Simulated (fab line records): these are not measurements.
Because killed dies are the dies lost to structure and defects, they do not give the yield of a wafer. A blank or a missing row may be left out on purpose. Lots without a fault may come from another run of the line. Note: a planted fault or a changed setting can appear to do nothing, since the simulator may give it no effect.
fab line records | flow berkeleyCmos170 | part 1 of 2: steps 1 to 41 of 45
record: lots: 6 wafers: 18 lastDay: 13
route steps=331 shown PSD@183 NSD@187 BACKSIDE@199 SDANNEAL@204 PLDD@208 NLDD@209 SILICIDE@210 CONTACT@216 M3@331
lots with no fault: from the same line, run without faults
startH: hours from the record's opening day to when the first of the lot's shown wafers began | waitH: hours since the lot's step before | " same as the row above | L1.1+2: several wafers, shown together as one row | - no value present, or no start provided | * or withheld: withheld | < > ~ a bound
route shown NAME@n: names a module that has steps shown in the file, with the first one's number in the route | usual: mean and standard deviation over wafers with no fault | same: alike in all rows | chamber/n: place in a boat | sites: each site's reading | _std_site: how widely they spread, as a standard deviation | _edge_site: outer sites' mean less inner sites' | radiusMm: how far each site lies from the wafer's centre | mask NAME#n: copy n | behind: the most recent tool/chamber to have shaped the wafer | hold: why the lot was held/for how many hours/how that ended | device: the transistor (n, p or np) that didn't switch | end of line: the tests these same wafers got at the end of their route | step lacking rows: just its recipe | killed: at the first sort, the dies lost to defects and structure; wafer yield is something else | map: a wafer's dies, marking killed ones x, the rest . and places with no die _
set.NAME: the setting as run; set.NAME@STEP: as run at that earlier step | model.NAME: the simulator's own value behind a step, which no gauge read
lots seen at some steps along the route; tables by step, rows by wafer
services: the hour from which a tool's chamber was out of use, counted from the record's first day as startH (under 0 if before that day), plus the number of hours and why
== steps ==
step: UCB170_PSD_IMPLANT_08
recipe: species: B doseCm2: 3e+15 energyKev: 20.28 tiltDeg: 7
step: UCB170_PSD_STRIP_09
recipe: chemistry: O2 powerW: 400 pressureMtorr: 3500 platenTempC: withheld o2FlowSccm: 400 overashFraction: 0.5
usual: drypumpMotorCurrentA: 6.0/0.42 o2FlowSccm: 400.1/1.2 oesProductAu: 0.598/0.0049 stripTimeToEndpointS: 29.50/0.069
same: overashFraction: 0.5
columns lot.wafer tool chamber startH waitH drypumpMotorCurrentA o2FlowSccm oesProductAu rfHoursCounterH stripTimeToEndpointS
L671.1 plasmaAsher-03 0 200.91 0.1 5.6 399.2 0.598 44 29.49
L671.4 " 0 " " 5.6 397.5 0.595 - 29.51
L671.6 " 1 " " 5.3 402.0 0.592 - 29.53
L675.1 plasmaAsher-02 0 201.10 0.1 6.4 400.9 0.598 49 29.44
L675.2 " 1 " " 5.9 401.8 0.597 49 29.56
L675.4 " 0 " " 6.4 401.3 0.602 - 29.49
L679.3 plasmaAsher-02 1 222.52 0.1 5.9 398.5 0.595 - 29.54
L679.5 " 0 " " 6.4 401.1 0.593 - 29.54
L679.6 " 1 " " 5.9 398.7 0.602 - 29.53
L685.1 plasmaAsher-04 1 252.17 0.1 6.1 399.2 0.592 50 29.54
L685.2 " 0 " " 6.6 400.8 0.594 50 29.47
L685.4 " 1 " " 6.1 400.1 0.598 - 29.51
L690.2 plasmaAsher-02 0 275.48 0.1 6.4 400.0 0.599 58 29.46
L690.5 " 1 " " 5.9 402.4 0.597 - 29.47
L690.6 " 0 " " 6.4 402.1 0.607 - 29.56
L689.1 plasmaAsher-03 0 276.15 0.1 5.6 399.3 0.593 51 29.48
L689.5 " 1 " " 5.3 399.7 0.609 - 29.43
L689.6 " 0 " " 5.6 399.0 0.602 - 29.42
step: UCB170_PSD_TW_MEAS_10
usual: PSD_TW: 2327/20
columns lot.wafer tool chamber startH waitH PSD_TW
L671.1 filmMetro-02 - 201.01 0.1 2315
L671.4 " - " " 2307
L671.6 " - " " 2313
L675.1 filmMetro-02 - 201.20 0.1 2287
L675.2 " - " " 2298
L675.4 " - " " 2301
L679.3 filmMetro-01 - 222.61 0.1 2346
L679.5 " - " " 2344
L679.6 " - " " 2344
L685.1 filmMetro-03 - 252.27 0.1 2357
L685.2 " - " " 2356
L685.4 " - " " 2361
L690.2 filmMetro-01 - 275.59 0.1 2334
L690.5 " - " " 2337
L690.6 " - " " 2350
L689.1 filmMetro-02 - 276.25 0.1 2309
L689.5 " - " " 2308
L689.6 " - " " 2308
step: UCB170_PSD_CLEAN_11
recipe: chemistry: SPM tempC: 120 timeS: 600
step: UCB170_NSD_HMDS_00
recipe: primeTimeS: 60 primeTempC: 100
step: UCB170_NSD_COAT_01
recipe: resist: KrF spinRpm: 1500 resistThkNm: 900
step: UCB170_NSD_SOFTBAKE_02
recipe: resist: KrF tempC: 130 timeS: 60
step: UCB170_NSD_EXPOSE_03
recipe: maskId: NSELECT_MOD na: 0.5 sigmaOuter: 0.6 sourceShape: conventional targetCdNm: 1200 doseMj: 30
step: UCB170_NSD_PEB_04
recipe: pebTempC: 130 pebTimeS: withheld resist: KrF
step: UCB170_NSD_DEVELOP_05
recipe: developer: TMAH developTimeS: 45 resist: KrF devTempC: 21
step: UCB170_NSD_CD_MEAS_06
recipe: targetCdNm: 1200
usual: cdNm: 1199.8/1.5
columns lot.wafer tool chamber startH waitH cdNm
L671.1 cdSem-02 - 203.21 - 1202.1
L671.4 " - " " 1202.2
L671.6 " - " " 1202.6
L675.1 cdSem-01 - 203.40 - 1199.6
L675.2 " - " " 1201.5
L675.4 " - " " 1201.0
L679.3 cdSem-01 - 224.24 - 1199.6
L679.5 " - " " 1199.3
L679.6 " - " " 1199.1
L685.1 cdSem-02 - 254.80 - 1200.9
L685.2 " - " " 1201.3
L685.4 " - " " 1201.3
L690.2 cdSem-02 - 276.96 - 1198.3
L690.5 " - " " 1199.0
L690.6 " - " " 1197.6
L689.1 cdSem-02 - 278.11 - 1199.9
L689.5 " - " " 1199.9
L689.6 " - " " 1199.4
step: UCB170_NSD_OVL_MEAS_07
usual: NSD_OVL: 0/5.8
columns lot.wafer tool chamber startH waitH NSD_OVL[nm]
L671.1 overlay-01 - 203.33 0.1 -5
L671.4 " - " " 3
L671.6 " - " " -1
L675.1 overlay-02 - 203.52 0.1 1
L675.2 " - " " -3
L675.4 " - " " 3
L679.3 overlay-01 - 224.33 0.1 4
L679.5 " - " " 7
L679.6 " - " " 1
L685.1 overlay-02 - 254.92 0.1 -4
L685.2 " - " " -4
L685.4 " - " " -4
L690.2 overlay-02 - 277.06 0.1 0
L690.5 " - " " -3
L690.6 " - " " 2
L689.1 overlay-01 - 278.23 0.1 -6
L689.5 " - " " 2
L689.6 " - " " -1
step: UCB170_NSD_IMPLANT_08
recipe: species: P doseCm2: 3e+15 energyKev: 40 tiltDeg: 7
usual: beamOnS: 10.04/0.2 faradayCurrentUA: 9221/180
columns lot.wafer tool chamber startH waitH beamOnS faradayCurrentUA
L671.1 implanter-04 0 203.36 0.0 10.28 9001
L671.4 " 0 " " 9.83 9403
L671.6 " 0 " " 9.91 9312
L675.1 implanter-03 0 203.56 0.0 10.02 9283
L675.2 " 0 " " 10.21 9007
L675.4 " 0 " " 10.11 9148
L679.3 implanter-03 0 224.41 0.1 7.62 12158
L679.5 " 0 " " 7.80 11867
L679.6 " 0 " " 7.77 11884
L685.1 implanter-03 0 254.95 0.0 8.06 11305
L685.2 " 0 " " 7.63 12155
L685.4 " 0 " " 7.60 12154
L690.2 implanter-04 0 277.12 0.0 10.08 9200
L690.5 " 0 " " 9.93 9291
L690.6 " 0 " " 9.99 9295
L689.1 implanter-04 0 278.26 0.0 9.94 9307
L689.5 " 0 " " 10.22 9044
L689.6 " 0 " " 9.69 9550
step: UCB170_NSD_STRIP_09
recipe: chemistry: O2 powerW: 400 pressureMtorr: 3500 platenTempC: withheld o2FlowSccm: 400 overashFraction: 0.5
usual: drypumpMotorCurrentA: 5.9/0.43 o2FlowSccm: 399.8/1.1 oesProductAu: 0.534/0.0044 stripTimeToEndpointS: 35.80/0.075
same: overashFraction: 0.5
columns lot.wafer tool chamber startH waitH drypumpMotorCurrentA o2FlowSccm oesProductAu rfHoursCounterH stripTimeToEndpointS
L671.1 plasmaAsher-02 1 203.51 0.1 5.9 399.4 0.537 49 35.86
L671.4 " 0 " " 6.4 398.3 0.526 - 35.82
L671.6 " 1 " " 5.9 401.9 0.542 - 35.81
L675.1 plasmaAsher-01 0 203.71 0.1 6.4 400.8 0.534 10 35.87
L675.2 " 1 " " 5.4 401.6 0.533 10 35.90
L675.4 " 1 " " 5.4 398.2 0.534 - 35.85
L679.3 plasmaAsher-03 0 224.54 0.1 5.6 401.3 0.558 - 33.38
L679.5 " 1 " " 5.3 400.0 0.550 - 33.45
L679.6 " 0 " " 5.6 399.0 0.553 - 33.34
L685.1 plasmaAsher-02 0 255.10 0.1 6.4 399.3 0.558 55 33.21
L685.2 " 1 " " 5.9 400.7 0.560 55 33.33
L685.4 " 0 " " 6.4 399.3 0.554 - 33.28
L690.2 plasmaAsher-02 1 277.24 0.1 5.9 400.3 0.533 58 35.89
L690.5 " 1 " " 5.9 398.4 0.531 - 35.83
L690.6 " 0 " " 6.4 400.0 0.540 - 35.85
L689.1 plasmaAsher-01 1 278.41 0.1 5.4 398.9 0.531 20 35.74
L689.5 " 1 " " 5.4 399.0 0.527 - 35.75
L689.6 " 0 " " 6.4 400.5 0.540 - 35.68
step: UCB170_NSD_TW_MEAS_10
usual: NSD_TW: 4188/39
columns lot.wafer tool chamber startH waitH NSD_TW
L671.1 filmMetro-01 - 203.61 0.1 4205
L671.4 " - " " 4210
L671.6 " - " " 4218
L675.1 filmMetro-03 - 203.81 0.1 4190
L675.2 " - " " 4159
L675.4 " - " " 4192
L679.3 filmMetro-01 - 224.63 0.1 4064
L679.5 " - " " 4076
L679.6 " - " " 4057
L685.1 filmMetro-03 - 255.20 0.1 4082
L685.2 " - " " 4108
L685.4 " - " " 4101
L690.2 filmMetro-03 - 277.35 0.1 4213
L690.5 " - " " 4228
L690.6 " - " " 4257
L689.1 filmMetro-03 - 278.54 0.1 4245
L689.5 " - " " 4253
L689.6 " - " " 4238
step: UCB170_NSD_CLEAN_11
recipe: chemistry: SPM tempC: 120 timeS: 600
step: UCB170_BACKSIDE_HMDS_00
recipe: primeTimeS: 60 primeTempC: 100
step: UCB170_BACKSIDE_COAT_01
recipe: resist: KrF spinRpm: 1500 resistThkNm: 900
step: UCB170_BACKSIDE_SOFTBAKE_02
recipe: resist: KrF tempC: 130 timeS: 60
step: UCB170_BACKSIDE_STRIP_03
recipe: chemistry: O2 powerW: 400 pressureMtorr: 3500 platenTempC: withheld o2FlowSccm: 400 overashFraction: 0.5
usual: drypumpMotorCurrentA: 5.9/0.49 o2FlowSccm: 400.1/1.2 oesProductAu: 0.735/0.0048 stripTimeToEndpointS: 21.94/0.063
same: overashFraction: 0.5
columns lot.wafer tool chamber startH waitH drypumpMotorCurrentA o2FlowSccm oesProductAu rfHoursCounterH stripTimeToEndpointS
L671.1 plasmaAsher-04 0 204.52 0.1 6.6 396.7 0.729 43 21.90
L671.4 " 1 " " 6.1 400.1 0.736 - 21.84
L671.6 " 1 " " 6.1 399.8 0.734 - 21.88
L675.1 plasmaAsher-03 1 204.92 0.1 5.3 400.7 0.731 45 22.04
L675.2 " 0 " " 5.6 398.7 0.741 45 22.09
L675.4 " 0 " " 5.6 399.0 0.731 - 21.95
L679.3 plasmaAsher-03 1 225.33 0.1 5.3 399.7 0.726 - 21.90
L679.5 " 1 " " 5.3 399.9 0.731 - 21.99
L679.6 " 0 " " 5.6 397.7 0.741 - 21.90
L685.1 plasmaAsher-01 0 256.03 0.1 6.4 400.8 0.737 16 21.95
L685.2 " 1 " " 5.4 399.5 0.732 16 22.02
L685.4 " 0 " " 6.4 400.3 0.741 - 22.01
L690.2 plasmaAsher-04 1 278.65 0.1 6.1 400.5 0.733 54 22.00
L690.5 " 1 " " 6.1 399.1 0.730 - 22.00
L690.6 " 0 " " 6.6 399.4 0.732 - 21.91
L689.1 plasmaAsher-01 1 279.74 0.1 5.4 400.7 0.734 20 21.97
L689.5 " 1 " " 5.4 400.9 0.739 - 22.02
L689.6 " 0 " " 6.4 398.0 0.738 - 22.01
step: UCB170_BACKSIDE_CLEAN_04
recipe: chemistry: SPM tempC: 120 timeS: 600
step: UCB170_SDANNEAL_RTA_00
recipe: tempC: 900 timeS: 10 ambient: N2
step: UCB170_SDANNEAL_RTA_01
recipe: tempC: 1050 timeS: 5 ambient: N2
usual: lampPowerPct: 35/3 wafer_temp_C_max: 1052.7/0.55
columns lot.wafer tool chamber startH waitH lampPowerPct wafer_temp_C_max
L671.1 rtpAnneal-02 0 204.92 0.1 32 1053.4
L671.4 " 0 " " 32 1052.5
L671.6 " 0 " " 32 1052.1
L675.1 rtpAnneal-01 0 205.31 0.1 38 1052.2
L675.2 " 0 " " 38 1051.6
L675.4 " 0 " " 38 1052.1
L679.3 rtpAnneal-01 0 225.65 0.1 38 1053.3
L679.5 " 0 " " 38 1053.4
L679.6 " 0 " " 38 1052.6
L685.1 rtpAnneal-01 0 256.39 0.1 38 1053.0
L685.2 " 0 " " 38 1052.2
L685.4 " 0 " " 38 1053.1
L690.2 rtpAnneal-01 0 279.20 0.1 38 1052.5
L690.5 " 0 " " 38 1052.0
L690.6 " 0 " " 38 1054.6
L689.1 rtpAnneal-02 0 280.98 0.1 32 1051.7
L689.5 " 0 " " 32 1052.6
L689.6 " 0 " " 32 1052.8
step: UCB170_SDANNEAL_RS_MEAS_02
recipe: thkMeasGauge: four-point-probe
usual: PSD_RS: 75.4/0.36
columns lot.wafer tool chamber startH waitH PSD_RS[ohm/sq]
L671.1 filmMetro-03 - 204.97 0.0 74.9
L671.4 " - " " 74.5
L671.6 " - " " 74.7
L675.1 filmMetro-01 - 205.37 0.0 75.8
L675.2 " - " " 75.6
L675.4 " - " " 75.6
L679.3 filmMetro-02 - 225.73 0.1 75.0
L679.5 " - " " 74.8
L679.6 " - " " 74.9
L685.1 filmMetro-02 - 256.45 0.0 75.0
L685.2 " - " " 75.4
L685.4 " - " " 75.3
L690.2 filmMetro-02 - 279.27 0.1 75.7
L690.5 " - " " 75.7
L690.6 " - " " 75.3
L689.1 filmMetro-01 - 281.08 0.1 75.8
L689.5 " - " " 75.7
L689.6 " - " " 76.0
step: UCB170_SDANNEAL_RS_MEAS_03
recipe: thkMeasGauge: four-point-probe
usual: NSD_RS: 37.26/0.08
columns lot.wafer tool chamber startH waitH NSD_RS[ohm/sq]
L671.1 filmMetro-03 - 205.09 0.1 37.24
L671.4 " - " " 37.24
L671.6 " - " " 37.21
L675.1 filmMetro-01 - 205.49 0.1 37.21
L675.2 " - " " 37.08
L675.4 " - " " 37.09
L679.3 filmMetro-02 - 225.85 0.1 42.75
L679.5 " - " " 42.54
L679.6 " - " " 42.71
L685.1 filmMetro-02 - 256.57 0.1 42.74
L685.2 " - " " 42.76
L685.4 " - " " 42.67
L690.2 filmMetro-02 - 279.39 0.1 37.21
L690.5 " - " " 37.17
L690.6 " - " " 37.23
L689.1 filmMetro-01 - 281.20 0.1 37.36
L689.5 " - " " 37.27
L689.6 " - " " 37.29
step: UCB170_SDANNEAL_RS_MEAS_04
recipe: thkMeasGauge: four-point-probe
usual: PLDD_RS: 1031.5/2.8
columns lot.wafer tool chamber startH waitH PLDD_RS[ohm/sq]
L671.1 filmMetro-03 - 205.21 0.1 1034.1
L671.4 " - " " 1028.6
L671.6 " - " " 1033.9
L675.1 filmMetro-01 - 205.61 0.1 1031.3
L675.2 " - " " 1030.3
L675.4 " - " " 1027.9
L679.3 filmMetro-02 - 225.97 0.1 1032.8
L679.5 " - " " 1034.9
L679.6 " - " " 1031.6
L685.1 filmMetro-02 - 256.69 0.1 1034.6
L685.2 " - " " 1032.7
L685.4 " - " " 1029.1
L690.2 filmMetro-02 - 279.51 0.1 1034.9
L690.5 " - " " 1035.0
L690.6 " - " " 1035.6
L689.1 filmMetro-01 - 281.32 0.1 1030.5
L689.5 " - " " 1032.8
L689.6 " - " " 1031.9
step: UCB170_SDANNEAL_RS_MEAS_05
recipe: thkMeasGauge: four-point-probe
usual: NLDD_RS: 616.0/1.4
columns lot.wafer tool chamber startH waitH NLDD_RS[ohm/sq]
L671.1 filmMetro-03 - 205.33 0.1 616.9
L671.4 " - " " 616.0
L671.6 " - " " 617.3
L675.1 filmMetro-01 - 205.73 0.1 616.4
L675.2 " - " " 617.1
L675.4 " - " " 618.3
L679.3 filmMetro-02 - 226.09 0.1 617.4
L679.5 " - " " 616.0
L679.6 " - " " 616.3
L685.1 filmMetro-02 - 256.81 0.1 616.0
L685.2 " - " " 616.1
L685.4 " - " " 614.9
L690.2 filmMetro-02 - 279.63 0.1 614.3
L690.5 " - " " 614.4
L690.6 " - " " 614.6
L689.1 filmMetro-01 - 281.44 0.1 617.9
L689.5 " - " " 616.1
L689.6 " - " " 616.7
step: UCB170_SILICIDE_PRE_CLEAN_00
recipe: gas: Ar precleanEtchTimeS: 60
step: UCB170_SILICIDE_SPUTTER_01
recipe: material: Ti targetThkNm: 30 timeS: 23.77 powerW: 1500 chamberPressurePa: 0.5
step: UCB170_SILICIDE_RS_MEAS_02
recipe: thkMeasGauge: four-point-probe reads: Ti_of_SILICIDE_SPUTTER_01
usual: SILICIDE_TI_RS: 27.8/0.46
columns lot.wafer tool chamber startH waitH SILICIDE_TI_RS[ohm/sq]
L671.1 filmMetro-04 - 205.56 0.0 27.4
L671.4 " - " " 27.6
L671.6 " - " " 27.6
L675.1 filmMetro-01 - 205.95 0.0 27.6
L675.2 " - " " 27.6
L675.4 " - " " 27.8
L679.3 filmMetro-04 - 226.31 0.1 28.2
L679.5 " - " " 28.1
L679.6 " - " " 28.0
L685.1 filmMetro-04 - 257.03 0.0 28.0
L685.2 " - " " 27.9
L685.4 " - " " 27.8
L690.2 filmMetro-04 - 279.85 0.0 28.1
L690.5 " - " " 27.8
L690.6 " - " " 28.3
L689.1 filmMetro-04 - 281.65 0.0 27.9
L689.5 " - " " 27.8
L689.6 " - " " 28.3
step: UCB170_SILICIDE_THK_MEAS_03
recipe: thkMeasGauge: xrf reads: Ti_of_SILICIDE_SPUTTER_01
usual: SILICIDE_TI_THK: 28.8/0.43
columns lot.wafer tool chamber startH waitH SILICIDE_TI_THK[nm]
L671.1 filmMetro-04 - 205.68 0.1 29.2
L671.4 " - " " 29.0
L671.6 " - " " 29.0
L675.1 filmMetro-01 - 206.07 0.1 29.0
L675.2 " - " " 29.0
L675.4 " - " " 28.9
L679.3 filmMetro-04 - 226.41 0.1 28.4
L679.5 " - " " 28.7
L679.6 " - " " 28.6
L685.1 filmMetro-04 - 257.15 0.1 28.5
L685.2 " - " " 28.7
L685.4 " - " " 28.7
L690.2 filmMetro-04 - 279.96 0.1 28.5
L690.5 " - " " 28.8
L690.6 " - " " 28.4
L689.1 filmMetro-04 - 281.77 0.1 28.7
L689.5 " - " " 28.7
L689.6 " - " " 28.5
step: UCB170_SILICIDE_RTA_04
recipe: tempC: 650 timeS: 15 ambient: N2
step: UCB170_SILICIDE_WET_ETCH_05
recipe: chemistry: SPM timeS: 45 tempC: 120 target: Ti
step: UCB170_CONTACT_CLEAN_00
recipe: chemistry: SPM tempC: 120 timeS: 600
step: UCB170_CONTACT_CVD_01
recipe: material: PSG targetThkNm: 700 tempC: 450 precursor: SiH4/O2/PH3 timeS: 2820 pressureMtorr: 300 sih4FlowSccm: 60 o2FlowSccm: 90 ph3FlowSccm: 25
step: UCB170_CONTACT_THK_MEAS_02
recipe: reads: PSG_of_CONTACT_CVD_01
usual: CONTACT_PSG_THK: 704/6.2
columns lot.wafer tool chamber startH waitH CONTACT_PSG_THK[nm]
L671.1 filmMetro-03 - 208.63 0.0 704
L671.4 " - " " 700
L671.6 " - " " 700
L675.1 filmMetro-02 - 208.63 0.0 703
L675.2 " - " " 708
L675.4 " - " " 706
L679.3 filmMetro-03 - 229.70 0.0 705
L679.5 " - " " 704
L679.6 " - " " 709
L685.1 filmMetro-03 - 259.30 0.0 695
L685.2 " - " " 696
L685.4 " - " " 688
L690.2 filmMetro-03 - 283.01 0.0 700
L690.5 " - " " 703
L690.6 " - " " 703
L689.1 filmMetro-02 - 284.78 0.0 709
L689.5 " - " " 701
L689.6 " - " " 699
step: UCB170_CONTACT_HMDS_03
recipe: primeTimeS: 60 primeTempC: 100
step: UCB170_CONTACT_COAT_04
recipe: resist: KrF spinRpm: 1500 resistThkNm: 900
step: UCB170_CONTACT_SOFTBAKE_05
recipe: resist: KrF tempC: 130 timeS: 60
step: UCB170_CONTACT_STRIP_06
recipe: chemistry: O2 powerW: 400 pressureMtorr: 3500 platenTempC: withheld o2FlowSccm: 400 overashFraction: 0.5
usual: drypumpMotorCurrentA: 6.1/0.42 o2FlowSccm: 400.1/1.2 oesProductAu: 0.735/0.0043 stripTimeToEndpointS: 21.97/0.055
same: overashFraction: 0.5
columns lot.wafer tool chamber startH waitH drypumpMotorCurrentA o2FlowSccm oesProductAu rfHoursCounterH stripTimeToEndpointS
L671.1 plasmaAsher-02 1 209.22 0.1 5.9 402.5 0.738 50 21.93
L671.4 " 0 " " 6.4 400.7 0.742 - 21.94
L671.6 " 1 " " 5.9 401.8 0.727 - 21.91
L675.1 plasmaAsher-01 0 209.36 0.1 6.4 400.5 0.725 11 21.98
L675.2 " 1 " " 5.4 400.3 0.742 11 21.99
L675.4 " 0 " " 6.4 399.9 0.731 - 21.95
L679.3 plasmaAsher-04 0 230.58 0.1 6.6 400.2 0.731 - 21.96
L679.5 " 0 " " 6.6 401.2 0.732 - 21.94
L679.6 " 1 " " 6.1 398.4 0.737 - 22.01
L685.1 plasmaAsher-01 1 259.92 0.1 5.4 398.4 0.738 17 21.99
L685.2 " 0 " " 6.4 400.0 0.737 17 22.04
L685.4 " 0 " " 6.4 400.4 0.737 - 22.04
L690.2 plasmaAsher-01 0 283.51 0.1 6.4 402.0 0.734 20 21.93
L690.5 " 1 " " 5.4 398.0 0.734 - 21.93
L690.6 " 0 " " 6.4 399.6 0.728 - 21.95
L689.1 plasmaAsher-01 1 285.54 0.1 5.4 399.6 0.739 21 22.00
L689.5 " 1 " " 5.4 401.0 0.733 - 21.98
L689.6 " 0 " " 6.4 399.0 0.742 - 21.92
step: UCB170_CONTACT_CLEAN_07
recipe: chemistry: SPM tempC: 120 timeS: 600
== key ==
firstSign: step: UCB170_NSD_IMPLANT_08 reading: faradayCurrentUA direction: up sigmas: 15 usual: 9221 struck: 11921
effect: step: UCB170_NSD_IMPLANT_08 reading: beamOnS direction: down sigmas: 12 usual: 10.04 struck: 7.75
effect: step: UCB170_NSD_STRIP_09 reading: stripTimeToEndpointS direction: down sigmas: 33 usual: * struck: *
effect: step: UCB170_NSD_TW_MEAS_10 reading: NSD_TW direction: down sigmas: 2.8 usual: 4188 struck: 4081
effect: step: UCB170_SDANNEAL_RS_MEAS_03 reading: NSD_RS direction: up sigmas: 68 usual: 37.26 struck: 42.69
modelEffect: step: UCB170_CONTACT_ETCH_17 value: CONTACT.cdNm without: 700.2 struck: 697
modelEffect: step: UCB170_CONTACT_ETCH_18 value: CONTACT.cdNm without: 700.1 struck: 696.9
modelEffect: step: UCB170_M3_PROBE_99 value: etest.contactNpoly.endOhmUm without: 63.61 struck: 106.4
metAt UCB170_NSD_IMPLANT_08
struckWafers L679.3,L679.5,L679.6,L685.1,L685.2,L685.4
testerLeftOut L679,L685
loopTrim: step: UCB170_CONTACT_EXPOSE_12 setting: dose lots: L685
onsetBetween 203.56 224.41
fault: kind: processParameterDrift tool: implanter-03 chamber: - onsetH: 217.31 steps: UCB170_NSD_IMPLANT_08 channel: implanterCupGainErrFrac offset: 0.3 shape: step endH: 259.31
testerLeftOut: of these lots the tester's yield and bins aren't shown, on N5 and GAA mostly nor the transistor test; their killed dies are dies lost to structure and defects alone, not to doping, threshold or leakage, so they don't give the yield
loopTrim: a control loop set the setting to another value than it would have without faults
